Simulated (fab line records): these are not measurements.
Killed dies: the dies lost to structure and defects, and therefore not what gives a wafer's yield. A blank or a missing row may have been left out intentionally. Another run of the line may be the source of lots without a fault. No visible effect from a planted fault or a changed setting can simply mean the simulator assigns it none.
Code-filled problem report in 8D (eight disciplines) form :: flow berkeley-cmos170 :: the parts of the form that need people (team, actions taken, sign-off) are left out

1. THE PROBLEM
Wafers without a fault read 150.0 W, standard deviation 0.5; bias-w at UCB170_GATE_ETCH_15 reads a mean of 157.2 W on 9 wafers belonging to 3 lots. That puts it +14 standard deviations away from the usual mean.
The step: etches poly-Si in HBr/Cl2, stops on SiO2, time 56.3 s, target depth 278.2 nm.
First seen on wafer L529.2, day 10 05:19, on rie-si-02. Wafers with a number at this step in the record: 45, from 15 lots. Rule for "out", or "out of limits": more than 4 standard deviations from the usual mean. All remaining wafers that have a number are taken as sound.

2. WHAT IT IS AND WHAT IT IS NOT
question: which readings at this step
is: bias-w
is not: drypump-motor-current-A, he-backside-leak-sccm, oes-product-au

question: which lots
is: L529, L530, L532
is not: L517, L518, L519, L520, L521, L522, L523, L527, L534, L535, L538, L539

question: which wafers of those lots
is: all that have a number
is not: -

question: read on which tools
is: rie-si-02
is not: rie-si-01

question: when
is: from day 10 05:19
is not: up to then (24 sound wafers); but 12 sound wafers of L534, L535, L538, L539 came after

3. WHAT RULES OUT EACH SUSPECT
Counting: a tool at any process step up to the reading remains a suspect when it ran all the lots that are out and ran no sound lot after the first of those.
- rie-si-02 at UCB170_GATE_ETCH_15 (etches poly-Si in HBr/Cl2, stops on SiO2, time 56.3 s, target depth 278.2 nm): kept. It processed each lot that is out, first L529 at day 10 05:19, and no sound lot thereafter; up to then, the last sound lot it processed was L523 at day 9 06:49. Its own readings are out on those wafers: bias-w.
Left after counting: rie-si-02 at UCB170_GATE_ETCH_15.

4. THE CAUSE (what the simulator had put in)
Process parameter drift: rie-si-02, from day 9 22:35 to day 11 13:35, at UCB170_GATE_ETCH_15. The setting bias-w was moved by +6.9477, starting from 150.
Counting left only this tool.

5. SEQUENCE OF EFFECTS, ordered by route
Each row: a reading whose mean over the struck wafers that have a number lies more than 3 standard deviations from the usual. Only readings for which the record gives a usual standard deviation are gone through. hours: the time from each lot's start at the first step in this table that gives one to its start at this step, as a median over the lots. sigmas: the change in usual standard deviations.
hours: 0
step: UCB170_GATE_ETCH_15
reading: bias-w
usual: 150.0 W
on struck wafers: 157.2
change: +7.2
sigmas: +14
Its process steps:
- UCB170_GATE_ETCH_15: etches poly-Si in HBr/Cl2, stops on SiO2, time 56.3 s, target depth 278.2 nm.

6. HOW IT WOULD HAVE BEEN CAUGHT EARLIER
In this record the first reading out of limits was taken at day 10 05:19, 7 hours after the fault began at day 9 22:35.
